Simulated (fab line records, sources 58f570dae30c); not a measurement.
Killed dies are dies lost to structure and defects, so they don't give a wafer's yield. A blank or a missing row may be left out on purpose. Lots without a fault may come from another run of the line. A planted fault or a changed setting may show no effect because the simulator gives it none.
Chamber matching | flow berkeley_cmos170 | UCB170_M2_ETCH_17 on rie_diel-04: 4 sister chambers
The step etches BARC in N2/H2. 14 wafers are shown with their chamber, then 7 later ones without.

WAFERS WITH THEIR CHAMBER
wafer  | chamber | throttle_valve_pct (%) | oes_product_au (a.u.) | chamber_pressure_mTorr (mTorr)
L796.1 | 0       | 13.15                  | 1.017                 | 29.985
L796.4 | 0       | 13.13                  | 1.012                 | 30.015
L796.5 | 3       | 13.42                  | 0.970                 | 30.017
L798.1 | 2       | 13.49                  | 1.016                 | 29.988
L798.2 | 3       | 13.42                  | 0.968                 | 29.991
L798.3 | 1       | 13.34                  | 1.007                 | 29.991
L799.1 | 0       | 13.13                  | 1.009                 | 29.959
L799.4 | 3       | 13.42                  | 0.954                 | 29.987
L799.6 | 3       | 13.43                  | 0.957                 | 29.999
L801.2 | 3       | 13.43                  | 0.973                 | 29.966
L801.4 | 3       | 13.42                  | 0.968                 | 30.000
L801.6 | 0       | 13.15                  | 1.012                 | 30.016
L802.1 | 2       | 13.49                  | 1.006                 | 30.081
L802.3 | 3       | 13.44                  | 0.961                 | 29.996

SIGNATURES (means of the wafers above)
reading                | chamber 0 | chamber 1 | chamber 2 | chamber 3 | scatter within a chamber
throttle_valve_pct     | 13.1400   | 13.3400   | 13.4900   | 13.4257   | 0.00878
oes_product_au         | 1.01250   | 1.00700   | 1.01100   | 0.96443   | 0.00623
chamber_pressure_mTorr | 29.99375  | 29.99100  | 30.03450  | 29.99371  | 0.0283
Rule: a wafer's distance from a chamber is the root of the sum, over the readings, of the square of ((its reading less the chamber's mean) divided by the reading's scatter). The wafer belongs to the nearest chamber; if the next one is less than 2 further off, it can't be placed. The scatter: the root of (the sum of the squares of (reading less its chamber's mean) over the shown wafers, divided by (wafers less chambers)).

WAFERS WITHOUT THEIR CHAMBER
wafer  | throttle_valve_pct (%) | oes_product_au (a.u.) | chamber_pressure_mTorr (mTorr)
L802.4 | 13.47                  | 1.012                 | 30.010
L813.3 | 13.31                  | 0.975                 | 29.995
L813.4 | 13.14                  | 1.006                 | 29.988
L813.6 | 13.30                  | 0.973                 | 29.973
L817.1 | 13.50                  | 1.013                 | 30.047
L817.4 | 13.49                  | 1.009                 | 30.080
L817.5 | 13.42                  | 0.970                 | 29.982

WHICH CHAMBER EACH WENT THROUGH
wafer  | from the rows above | in truth
L802.4 | 2                   | 2
L813.3 | 1                   | 1
L813.4 | 0                   | 0
L813.6 | 1                   | 1
L817.1 | 2                   | 2
L817.4 | 2                   | 2
L817.5 | 3                   | 3
Placed correctly: 7 of 7. Can't be placed from these rows: 0. Placed wrongly: 0.
